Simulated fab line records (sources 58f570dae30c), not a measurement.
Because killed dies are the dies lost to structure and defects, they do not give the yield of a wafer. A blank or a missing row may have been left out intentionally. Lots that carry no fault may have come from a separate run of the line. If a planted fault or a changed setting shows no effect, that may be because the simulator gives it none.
fab line records	flow berkeley_cmos170
[record] lots = 11	wafers = 33	last_day = 10
route steps=331 shown ACTIVE@75 PFIELD@87 SACOX@99 PVT@122
lots that met no fault: taken from a fault-free run of the same line
start_h: the number of hours between the record's first day and the start of the first shown wafer of the lot	wait_h: hours since the lot's step before	" identical to the entry in the row above	L1.1+2: a single row standing in for several wafers	- value missing, or start not given	* or withheld: withheld	< > ~ a bound
route shown NAME@n: a module of which the file shows steps, and the number in the route of the first	usual: the fault-free wafers' mean and standard deviation	same: alike in all rows	chamber/n: place in a boat	sites: per-site readings	_std_site: standard deviation across them	_edge_site: inner sites' mean taken away from outer sites' mean	radius_mm: for every site, how far away it sits from the centre of the wafer	mask NAME#n: copy n	behind: the most recent tool/chamber to have shaped the wafer	hold: cause of the lot's hold/its duration in hours/its outcome	device: the n, p or np transistor that did not switch	end of line: tests of these same wafers at the route's end	for a step that has no rows: nothing shown but its recipe	killed: count of dies lost to structure and defects at first sort (not the wafer's yield)	map: the dies of a wafer, with x for killed, . for not killed, _ for no die there
set.NAME: the setting that was run; set.NAME@STEP: the one run at that earlier step	model.NAME: the simulator's own value behind a step, which no gauge read
the route's steps for a sample of lots (tables are steps, rows are wafers)
services: a tool's chamber out of use, with start hour (start_h, from the record's first day; less than 0 if before it), hours out, and reason
[[steps]]
[step UCB170_ACTIVE_ETCH_15]
[recipe] chemistry = CH3F/Ar/O2	target = Si3N4	stop_on = SiO2	CH3F_flow_sccm = 20	Ar_flow_sccm = 50	O2_flow_sccm = 7	pressure_mtorr = 50	rf_w = 450	target_depth_a = 2420	over_etch_frac = 0.1	time_s = 151
[usual] drypump_motor_current_A = 5.7/0.48	oes_product_au = 0.934/0.017	throttle_valve_pct = 8.06/0.11
lot.wafer	tool	chamber	start_h	wait_h	drypump_motor_current_A	oes_product_au	rf_hours_counter_h	throttle_valve_pct
L365.1	rie_diel-02	2	104.48	0.0	6.2	0.962	12	8.20
L365.4	"	1	"	"	5.0	0.929	140	8.21
L365.6	"	0	"	"	5.8	0.939	-	8.10
L370.1	rie_diel-04	3	111.94	0.0	6.1	0.959	3	8.23
L370.2	"	1	"	"	5.9	0.928	5	8.03
L370.3	"	2	"	"	6.0	0.961	54	8.14
L367.1	rie_diel-03	2	112.18	0.0	6.4	0.936	13	7.98
L367.4	"	0	"	"	6.0	0.905	33	7.84
L367.6	"	0	"	"	6.0	0.918	-	7.85
L368.2	rie_diel-02	1	112.30	0.0	5.0	0.930	140	8.24
L368.4	"	3	"	"	4.9	0.922	13	8.00
L368.6	"	0	"	"	5.7	0.927	-	8.09
L366.1	rie_diel-04	2	112.42	0.0	6.0	0.967	54	8.13
L366.4	"	1	"	"	5.9	0.934	-	8.03
L366.6	"	3	"	"	6.2	0.954	-	8.23
L369.2	rie_diel-03	3	112.66	0.0	5.0	0.921	1	8.09
L369.4	"	2	"	"	6.4	0.951	13	7.97
L369.6	"	1	"	"	5.6	0.940	-	8.14
L371.2	rie_diel-03	0	119.71	0.0	5.9	0.911	34	7.85
L371.3	"	2	"	"	6.4	0.947	13	7.97
L371.6	"	1	"	"	5.6	0.937	-	8.13
L372.1	rie_diel-02	0	119.99	0.0	5.7	0.938	3	8.09
L372.4	"	2	"	"	6.2	0.976	12	8.16
L372.6	"	3	"	"	4.9	0.934	-	8.00
L373.1	rie_diel-03	1	120.21	0.0	5.6	0.931	6	8.13
L373.3	"	2	"	"	6.4	0.941	13	8.00
L373.4	"	0	"	"	6.0	0.916	34	7.85
L374.2	rie_diel-03	0	141.94	0.0	6.0	0.914	35	7.85
L374.3	"	1	"	"	5.6	0.934	7	8.13
L374.6	"	0	"	"	6.0	0.916	-	7.86
L375.1	rie_diel-03	2	149.19	0.0	6.4	0.948	14	7.98
L375.5	"	0	"	"	6.0	0.918	-	7.86
L375.6	"	3	"	"	5.0	0.923	-	8.09
[step UCB170_PFIELD_STRIP_08]
[recipe] chemistry = O2	power_w = 400	pressure_mtorr = 3500	platen_temp_c = withheld	o2_flow_sccm = 400	overash_fraction = 0.5
[usual] drypump_motor_current_A = 5.38/0.26	oes_product_au = 0.734/0.0044	strip_time_to_endpoint_s = 21.59/0.066
lot.wafer	tool	chamber	start_h	wait_h	drypump_motor_current_A	oes_product_au	rf_hours_counter_h	strip_time_to_endpoint_s
L365.1	plasma_asher-01	0	106.01	0.1	5.20	0.734	38	21.56
L365.4	"	1	"	"	5.61	0.737	-	21.64
L365.6	"	0	"	"	5.21	0.739	-	21.58
L370.1	plasma_asher-04	1	114.54	0.1	4.98	0.739	39	21.63
L370.2	"	0	"	"	5.37	0.731	39	21.68
L370.3	"	0	"	"	5.38	0.730	-	21.63
L367.1	plasma_asher-01	0	114.81	0.1	5.20	0.728	39	21.66
L367.4	"	0	"	"	5.19	0.739	-	21.55
L367.6	"	0	"	"	5.19	0.732	-	21.62
L368.2	plasma_asher-04	0	115.09	0.1	5.36	0.730	39	21.55
L368.4	"	1	"	"	4.98	0.734	-	21.61
L368.6	"	1	"	"	5.01	0.728	-	21.57
L366.1	plasma_asher-01	1	115.24	0.1	5.60	0.730	39	21.61
L366.4	"	1	"	"	5.61	0.740	-	21.64
L366.6	"	1	"	"	5.59	0.732	-	21.57
L369.2	plasma_asher-04	0	115.42	0.1	5.36	0.730	39	21.65
L369.4	"	0	"	"	5.38	0.733	-	21.63
L369.6	"	0	"	"	5.38	0.732	-	21.57
L371.2	plasma_asher-01	0	124.28	0.2	5.19	0.734	40	21.71
L371.3	"	1	"	"	5.62	0.734	-	21.75
L371.6	"	1	"	"	5.62	0.735	-	21.72
L372.1	plasma_asher-03	1	124.29	0.1	5.78	0.729	1	21.62
L372.4	"	0	"	"	5.62	0.737	-	21.66
L372.6	"	1	"	"	5.80	0.733	-	21.65
L373.1	plasma_asher-04	1	124.72	0.2	5.01	0.727	40	21.55
L373.3	"	0	"	"	5.40	0.736	-	21.49
L373.4	"	1	"	"	4.98	0.737	-	21.55
L374.2	plasma_asher-01	1	144.30	0.1	5.59	0.730	42	21.68
L374.3	"	1	"	"	5.62	0.738	-	21.65
L374.6	"	0	"	"	5.17	0.731	-	21.69
L375.1	plasma_asher-04	1	151.64	0.1	4.99	0.730	43	21.57
L375.5	"	1	"	"	4.99	0.729	-	21.60
L375.6	"	0	"	"	5.38	0.734	-	21.57
[step UCB170_SACOX_THK_MEAS_02]
[recipe] reads = SiO2_of_SACOX_OXIDATION_01
[usual] SACOX_OXIDE_THK = 14.3/0.34
lot.wafer	tool	chamber	start_h	wait_h	SACOX_OXIDE_THK[nm]
L365.1	film_metro-01	-	126.82	0.0	14.8
L365.4	"	-	"	"	14.7
L365.6	"	-	"	"	14.7
L366.1	film_metro-04	-	137.59	0.0	14.5
L366.4	"	-	"	"	14.5
L366.6	"	-	"	"	14.4
L370.1	film_metro-01	-	137.59	0.0	15.0
L370.2	"	-	"	"	15.1
L370.3	"	-	"	"	15.2
L368.2	film_metro-02	-	137.60	0.0	14.5
L368.4	"	-	"	"	14.4
L368.6	"	-	"	"	14.6
L367.1	film_metro-02	-	137.65	0.1	14.7
L367.4	"	-	"	"	14.9
L367.6	"	-	"	"	14.8
L369.2	film_metro-01	-	137.66	0.1	14.2
L369.4	"	-	"	"	14.3
L369.6	"	-	"	"	14.5
L372.1	film_metro-04	-	147.84	0.0	14.7
L372.4	"	-	"	"	14.6
L372.6	"	-	"	"	14.4
L373.1	film_metro-02	-	147.84	0.0	14.4
L373.3	"	-	"	"	14.4
L373.4	"	-	"	"	14.6
L371.2	film_metro-01	-	147.85	0.0	13.9
L371.3	"	-	"	"	14.1
L371.6	"	-	"	"	13.9
L374.2	film_metro-04	-	168.93	0.0	14.6
L374.3	"	-	"	"	14.8
L374.6	"	-	"	"	14.7
L375.1	film_metro-04	-	173.96	0.0	14.1
L375.5	"	-	"	"	14.0
L375.6	"	-	"	"	14.0
[step UCB170_PVT_IMPLANT_07]
[recipe] species = P	dose_cm2 = 2e+12	energy_kev = 30	tilt_deg = 7
[usual] implant_ion_amu = 31/0
lot.wafer	tool	chamber	start_h	wait_h	implant_ion_amu
L365.1	implanter-04	0	144.19	0.0	31
L365.4	"	0	"	"	31
L365.6	"	0	"	"	31
L370.1	implanter-03	0	153.89	0.0	31
L370.2	"	0	"	"	31
L370.3	"	0	"	"	31
L369.2	implanter-01	0	154.37	0.0	31
L369.4	"	0	"	"	31
L369.6	"	0	"	"	31
L368.2	implanter-04	0	154.64	0.0	31
L368.4	"	0	"	"	31
L368.6	"	0	"	"	31
L367.1	implanter-03	0	154.65	0.0	31
L367.4	"	0	"	"	31
L367.6	"	0	"	"	31
L366.1	implanter-01	0	154.89	0.0	31
L366.4	"	0	"	"	31
L366.6	"	0	"	"	31
L373.1	implanter-03	0	168.25	0.0	31
L373.3	"	0	"	"	31
L373.4	"	0	"	"	31
L371.2	implanter-01	0	168.55	0.0	11
L371.3	"	0	"	"	11
L371.6	"	0	"	"	11
L372.1	implanter-04	0	168.70	0.0	11
L372.4	"	0	"	"	11
L372.6	"	0	"	"	11
L374.2	implanter-01	0	185.66	0.0	11
L374.3	"	0	"	"	11
L374.6	"	0	"	"	11
L375.1	implanter-04	0	185.91	0.0	11
L375.5	"	0	"	"	11
L375.6	"	0	"	"	11
[step UCB170_PVT_TW_MEAS_09]
[usual] PVT_TW = 512/3.7
lot.wafer	tool	chamber	start_h	wait_h	PVT_TW
L365.1	film_metro-03	-	144.44	0.1	507
L365.4	"	-	"	"	509
L365.6	"	-	"	"	507
L370.1	film_metro-03	-	154.14	0.1	506
L370.2	"	-	"	"	511
L370.3	"	-	"	"	506
L369.2	film_metro-01	-	154.60	0.1	514
L369.4	"	-	"	"	516
L369.6	"	-	"	"	512
L368.2	film_metro-03	-	154.88	0.1	508
L368.4	"	-	"	"	511
L368.6	"	-	"	"	509
L367.1	film_metro-01	-	154.90	0.1	514
L367.4	"	-	"	"	516
L367.6	"	-	"	"	516
L366.1	film_metro-02	-	155.14	0.1	508
L366.4	"	-	"	"	507
L366.6	"	-	"	"	508
L373.1	film_metro-03	-	168.50	0.1	511
L373.3	"	-	"	"	510
L373.4	"	-	"	"	512
L371.2	film_metro-01	-	168.79	0.1	262
L371.3	"	-	"	"	261
L371.6	"	-	"	"	264
L372.1	film_metro-01	-	168.95	0.1	263
L372.4	"	-	"	"	262
L372.6	"	-	"	"	262
L374.2	film_metro-01	-	185.90	0.1	263
L374.3	"	-	"	"	264
L374.6	"	-	"	"	263
L375.1	film_metro-03	-	186.16	0.1	261
L375.5	"	-	"	"	261
L375.6	"	-	"	"	260
[[services]]
tool	chamber	start_h	hours	kind
rie_diel-04	2	91.18	1.7	repair
plasma_asher-01	-	98.16	1.2	repair
rie_diel-04	0	106.15	-	clean
rie_diel-04	0	106.15	27.3	scheduled_down
rie_diel-04	0	106.15	27.3	vent_cycle
plasma_asher-03	-	108.75	9.0	pm
plasma_asher-03	0	108.75	9.0	vent_cycle
plasma_asher-03	1	108.75	9.0	vent_cycle
plasma_asher-03	0	117.75	-	clean
plasma_asher-03	1	117.75	-	clean
implanter-01	-	118.58	2.8	repair
rie_diel-02	0	120.49	2.3	repair
implanter-03	-	138.84	2.7	pm
rie_diel-02	-	139.35	28.1	pm
rie_diel-03	3	155.24	12.1	repair
rie_diel-03	0	166.90	8.7	repair
rie_diel-04	-	169.10	1.5	repair
implanter-03	-	169.36	1.7	repair
[[key]]
[first_sign] step = UCB170_PVT_IMPLANT_07	reading = implant_ion_amu	direction = down	sigmas = 99+	usual = 31	struck = 11
[effect] step = UCB170_PVT_TW_MEAS_09	reading = PVT_TW	direction = down	sigmas = 68	usual = 512	struck = 262
met_at UCB170_PVT_IMPLANT_07
struck_lots L371,L372,L374,L375
sort_left_out L371.2,L371.3,L371.6,L372.1,L372.4,L372.6,L374.2,L374.3,L374.6,L375.1,L375.5,L375.6
tester_left_out L371,L372,L374,L375
not_acting_at UCB170_ACTIVE_ETCH_15,UCB170_PFIELD_STRIP_08,UCB170_SACOX_THK_MEAS_02
[fault] kind = wrong_recipe_download	tool = implanter-01,implanter-03,implanter-04	chamber = -	onset_h = 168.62	steps = UCB170_PVT_IMPLANT_07	wrong_recipe.not_listed = 1
// tester_left_out: of these lots the tester's yield and bins aren't shown, on N5 and GAA mostly nor the transistor test; their killed dies are dies lost to structure and defects alone, not to doping, threshold or leakage, so they don't give the yield
// sort_left_out: the simulated sort isn't trusted on such a fault, so these wafers' sort isn't shown, and their yield isn't known
